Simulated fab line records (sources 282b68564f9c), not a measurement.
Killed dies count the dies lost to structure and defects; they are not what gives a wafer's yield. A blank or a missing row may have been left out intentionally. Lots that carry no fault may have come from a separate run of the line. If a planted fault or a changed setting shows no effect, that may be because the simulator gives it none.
A lot that was struck, set against a sound lot | flow rit cmos | 26 out of 202 route steps
Sound: these wafers, L574.2, L574.3, L574.5. Wafers L578.3, L578.4, L578.5 were the ones struck. The cause is given at the end.
Order at every step that has rows: each side's tool, ch and its chambers, its first start. Under that, the readings that differ: sound wafers | struck wafers | difference of the means | sigmas: that difference in standard deviations of wafers without a fault.
alike: readings whose means differ by less than 2 such deviations, and words and numbers that are the same on both sides. not compared: withheld readings, readings that some wafer has no value for, bounds like >300 that may hide the same value, and numbers for which the record gives no deviation and whose values overlap.
The two part at a step that has a row with sigmas, a row that says differs or no value, or rows on one side only. Numbers that have no deviation but don't overlap get no sigmas and don't part them. Lack of a reading on every wafer of one side parts them only where that side has two or more wafers.

first, 1 step without rows for these wafers: RIT_WELLDRIVE_ANNEAL_00 (time 14700 s).
RIT_WELLDRIVE_RS_MEAS_01: measures by four-point-probe.
  sound on film metro-03, day 2 09:46; struck on film metro-01, day 3 06:44
  alike: NWELL_RS
RIT_WELLDRIVE_RS_MEAS_02: measures by four-point-probe.
  sound on film metro-03, day 2 09:53; struck on film metro-01, day 3 06:51
  alike: PWELL_RS
then, 6 steps without rows for these wafers: RIT_NRETRO_HMDS_00 (prime time 60 s); RIT_NRETRO_COAT_01 (resist thk 1300 nm); RIT_NRETRO_SOFTBAKE_02 (time 60 s); RIT_NRETRO_EXPOSE_03 (exposes mask M4, target cd 43900 nm); RIT_NRETRO_PEB_04; RIT_NRETRO_DEVELOP_05 (develop time 68 s).
RIT_NRETRO_OVL_MEAS_06:
  sound on overlay-01, day 2 10:52; struck on overlay-01, day 3 07:57
  alike: NRETRO_OVL
then, 2 steps without rows for these wafers: RIT_NRETRO_HARDBAKE_07 (time 120 s); RIT_NRETRO_IMPLANT_08.
RIT_NRETRO_STRIP_09: strips in O2, time 180 s.
  sound on plasma asher-03 ch 0,1, day 2 11:18; struck on plasma asher-03 ch 0,1, day 3 08:26
  no value came back on the struck wafers for chamber pressure mTorr (mTorr), drypump motor current A (A); on the sound wafers chamber pressure mTorr (mTorr) reads 3998 3997 4000
  reading                                     | sound | struck         | difference | sigmas
  model.NOVOLAK_of_NRETRO_COAT_01.thk nm (nm) | 0 0 0 | 1141 1139 1140 | +1140      |
  not compared: rf hours counter h
RIT_NRETRO_TW_MEAS_10:
  sound on film metro-03, day 2 11:29; struck on film metro-02, day 3 08:34
  alike: NRETRO_TW
then, 6 steps without rows for these wafers: RIT_PRETRO_HMDS_00 (prime time 60 s); RIT_PRETRO_COAT_01 (resist thk 1300 nm); RIT_PRETRO_SOFTBAKE_02 (time 60 s); RIT_PRETRO_EXPOSE_03 (exposes mask M5, target cd 43700 nm); RIT_PRETRO_PEB_04; RIT_PRETRO_DEVELOP_05 (develop time 68 s).
RIT_PRETRO_OVL_MEAS_06:
  sound on overlay-02, day 2 12:25; struck on overlay-02, day 3 09:38
  alike: PRETRO_OVL
then, 2 steps without rows for these wafers: RIT_PRETRO_HARDBAKE_07 (time 120 s); RIT_PRETRO_IMPLANT_08.
RIT_PRETRO_STRIP_09: strips in O2, time 180 s.
  sound on plasma asher-02 ch 0,1, day 2 12:51; struck on plasma asher-01 ch 0,1, day 3 10:07
  alike: chamber pressure mTorr, drypump motor current A
  not compared: rf hours counter h
RIT_PRETRO_TW_MEAS_10:
  sound on film metro-01, day 2 13:02; struck on film metro-02, day 3 10:28
  reading   | sound             | struck         | difference | sigmas
  PRETRO_TW | 474.4 474.1 474.4 | 30.1 30.3 30.0 | -444.2     | -99 or more
  not compared: hold
RIT_M1_PROBE_99:
  rows exist in the record for the sound wafers here (prober-01, day 3 15:25), none for the struck ones

## WHERE THEY PART
Earliest at RIT_NRETRO_STRIP_09; latest, in this record, at RIT_M1_PROBE_99.

WHY: whatever the simulator had introduced
Entire step skipped (plasma asher-03, RIT_NRETRO_STRIP_09), from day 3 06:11 onward. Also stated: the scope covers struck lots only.
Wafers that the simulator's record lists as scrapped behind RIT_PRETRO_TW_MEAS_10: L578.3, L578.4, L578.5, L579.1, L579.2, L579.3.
